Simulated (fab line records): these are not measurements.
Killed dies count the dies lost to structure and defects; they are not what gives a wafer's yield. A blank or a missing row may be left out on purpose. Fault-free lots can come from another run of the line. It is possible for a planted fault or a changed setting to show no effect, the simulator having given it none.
A lot that was struck, set against a sound lot    flow berkeley_cmos170    23 out of 331 route steps
Sound: these wafers, L327.1, L327.5, L327.6. The struck wafers were L341.2, L341.3, L341.6. The cause is given at the end.
Per side, at each step with rows, come the tool, then ch with its chambers, and then its first start. Under that, the readings that differ: sound wafers    struck wafers    difference of the means    sigmas: that difference in standard deviations of wafers without a fault.
alike: readings whose means differ by less than 2 such deviations, and words and numbers that are the same on both sides. not compared: withheld readings, readings that some wafer has no value for, bounds like >300 that may hide the same value, and numbers for which the record gives no deviation and whose values overlap.
A row with sigmas, a row that says differs or no value, or rows on one side alone: a step with any of these is where the two part. Non-overlapping numbers with no deviation appear without sigmas and do not part them. A reading missing from all wafers of one side parts the sides only when that side holds two or more wafers.

UCB170_PVT_OVL_MEAS_06:
  sound on overlay-01 at day 6 23:59; struck on overlay-01 at day 10 14:52
  alike: PVT_OVL
then, 1 step without rows for these wafers: UCB170_PVT_IMPLANT_07.
UCB170_PVT_STRIP_08: strips in O2.
  sound on plasma_asher-02 ch 0,1, day 7 00:10; struck on plasma_asher-02 ch 1, day 10 15:02
  alike: drypump_motor_current_A, oes_product_au, strip_time_to_endpoint_s
  not compared: rf_hours_counter_h
UCB170_PVT_TW_MEAS_09:
  sound on film_metro-02 at day 7 00:16; struck on film_metro-02 at day 10 15:09
  alike: PVT_TW
then, 1 step without rows for these wafers: UCB170_GATE_WET_ETCH_00 (etches SiO2 in dHF, time 200 s).
UCB170_FIELD_THK_MEAS_91:
  sound on film_metro-01 at day 7 00:23; struck on film_metro-04 at day 10 15:16
reading                      sound        struck       difference  sigmas
FIELD_OXIDE_LEFT_2_THK (nm)  371 379 358  342 342 333  -30         -2
then, 1 step without rows for these wafers: UCB170_GATE_OXIDATION_01 (target thk 6.6 nm, ox time 1800 s).
UCB170_GATE_THK_MEAS_02:
  sound on film_metro-01 at day 7 04:37; struck on film_metro-03 at day 10 21:43
  alike: GATE_OXIDE_THK
then, 2 steps without rows for these wafers: UCB170_GATE_ANNEAL_03 (time 1800 s); UCB170_GATE_CVD_04 (deposits poly-Si from SiH4, time 1440 s, target thk 214 nm).
UCB170_GATE_THK_MEAS_05:
  sound on film_metro-02 at day 7 09:52; struck on film_metro-01 at day 11 06:29
  alike: GATE_POLY_THK
then, 1 step without rows for these wafers: UCB170_GATE_COAT_06.
UCB170_GATE_COAT_07: resist thk 900 nm.
  sound on litho_track-03 ch 0, day 7 10:00; struck on litho_track-02 ch 0, day 11 06:00
reading                                sound              struck             difference  sigmas
model.KrF_of_GATE_COAT_07.thk_nm (nm)  897.8 901.6 904.2  934.9 936.1 935.8  +34.4       
  alike: spin_speed_rpm
then, 4 steps without rows for these wafers: UCB170_GATE_SOFTBAKE_08 (time 60 s); UCB170_GATE_EXPOSE_09 (exposes mask POLY, target cd 350 nm); UCB170_GATE_PEB_10; UCB170_GATE_DEVELOP_11 (develop time 45 s).
UCB170_GATE_CD_MEAS_12: the cd target is 350 nm.
  sound on cd_sem-01 at day 7 11:10; struck on cd_sem-01 at day 11 07:24
  alike: cd_nm
UCB170_GATE_OVL_MEAS_13:
  sound on overlay-02 at day 7 11:17; struck on overlay-02 at day 11 07:30
  alike: GATE_OVL
UCB170_GATE_ETCH_14: etches BARC in N2/H2.
  sound on rie_diel-03 ch 1,2,3, day 7 11:19; struck on rie_diel-01 ch 1,2,3, day 11 07:32
  alike: drypump_motor_current_A, oes_product_au, throttle_valve_pct
UCB170_GATE_ETCH_15: etches poly-Si in HBr/Cl2, stops on SiO2, time 56.3 s, target depth 278.2 nm.
  sound on rie_si-01 ch 1,2, day 7 11:21; struck on rie_si-01 ch 0,1,2, day 11 07:35
reading                                sound              struck             difference  sigmas
model.KrF_of_GATE_COAT_07.thk_nm (nm)  773.6 778.3 778.3  810.6 812.1 807.9  +33.5       
  alike: HBr_flow_sccm, drypump_motor_current_A, oes_product_au, throttle_valve_pct
  not compared: rf_hours_counter_h
UCB170_GATE_STRIP_16: strips in O2.
  sound on plasma_asher-02 ch 0,1, day 7 11:24; struck on plasma_asher-03 ch 0,1, day 11 07:37
  alike: drypump_motor_current_A, oes_product_au
  not compared: rf_hours_counter_h
UCB170_M3_PROBE_99:
  the record has rows for the struck wafers here (prober-01, day 13 00:01) and none for the sound ones

WHERE THEY PART
First at UCB170_FIELD_THK_MEAS_91; last, within this record, at UCB170_M3_PROBE_99.

WHY: what had been put in by the simulator
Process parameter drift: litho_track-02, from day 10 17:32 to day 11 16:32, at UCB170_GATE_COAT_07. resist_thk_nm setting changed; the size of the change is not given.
